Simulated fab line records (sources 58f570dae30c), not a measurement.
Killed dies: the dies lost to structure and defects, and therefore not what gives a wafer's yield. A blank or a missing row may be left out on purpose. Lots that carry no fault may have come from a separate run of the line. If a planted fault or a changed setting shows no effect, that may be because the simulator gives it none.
Lot-split experiment ; flow berkeley_cmos170 ; 23 wafers read from 5 lots, route of 331 steps

== THE SPLIT ==
At UCB170_START_OXIDATION_02 (target thk 20 nm, ox time 1800 s), the setting ox_time_s was moved away from the recipe's 1800 s on 15 of the 23 wafers read, by -9.8% to +8.9%. The other wafers ran this setting at the recipe's value.

No step appears in the file between the split and the reading.

== THE READING ==
START_OXIDE_THK in nanometres, read at UCB170_START_THK_MEAS_03. Fault-free wafers of this fab line usually give 20.1 nm, standard deviation 0.4 nm.

wafer;tool, chamber at the split;ox_time_s as run, s;against the recipe;START_OXIDE_THK, nm;against lot-mates on the recipe
L074.2;furnace-01, 0;1800;recipe;19.8;-
L074.4;furnace-01, 0;1800;recipe;20.0;-
L074.5;furnace-01, 0;1800;recipe;20.0;-
L078.1;-, -;1800;recipe;20.2;-
L078.2;-, -;1800;recipe;20.1;-
L078.3;-, -;1800;recipe;20.4;-
L078.4;-, -;1800;recipe;19.9;-
L078.6;-, -;1800;recipe;19.8;-
L079.1;-, -;1624;-9.8%;18.6;no lot-mate on the recipe
L079.2;-, -;1624;-9.8%;18.7;no lot-mate on the recipe
L079.3;-, -;1624;-9.8%;18.2;no lot-mate on the recipe
L079.4;-, -;1624;-9.8%;18.0;no lot-mate on the recipe
L079.6;-, -;1624;-9.8%;18.7;no lot-mate on the recipe
L082.1;-, -;1960;+8.9%;20.9;no lot-mate on the recipe
L082.3;-, -;1960;+8.9%;21.2;no lot-mate on the recipe
L082.4;-, -;1960;+8.9%;21.4;no lot-mate on the recipe
L082.5;-, -;1960;+8.9%;21.2;no lot-mate on the recipe
L082.6;-, -;1960;+8.9%;21.3;no lot-mate on the recipe
L085.1;-, -;1647;-8.5%;19.2;no lot-mate on the recipe
L085.2;-, -;1647;-8.5%;19.1;no lot-mate on the recipe
L085.3;-, -;1647;-8.5%;18.8;no lot-mate on the recipe
L085.4;-, -;1647;-8.5%;19.0;no lot-mate on the recipe
L085.5;-, -;1647;-8.5%;19.0;no lot-mate on the recipe

THE FIT
A straight line over all 23 wafers: START_OXIDE_THK changes by +0.139 nm for each +1% of ox_time_s; r = +0.97; the points scatter about the line by 0.25 nm.
Too few moved wafers with a lot-mate on the recipe to fit a line net of each lot's own level.

== THE WHOLE CHAIN: every reading that the file lists as answering this split, in the file's order ==
step;what it does;reading;change (the file's fit);r (the file's)
UCB170_START_OXIDATION_02;target thk 20 nm, ox time 1800 s;SiO2_of_START_OXIDATION_02.thk_nm (the simulator's own value, which no gauge read);+0.14 nm for each +1% of the setting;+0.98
UCB170_START_THK_MEAS_03;;START_OXIDE_THK;+0.14 for each +1% of the setting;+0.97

== FILE'S OWN FIT ==
START_OXIDE_THK changes by +0.14 nm for each +1% of ox_time_s, r = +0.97.
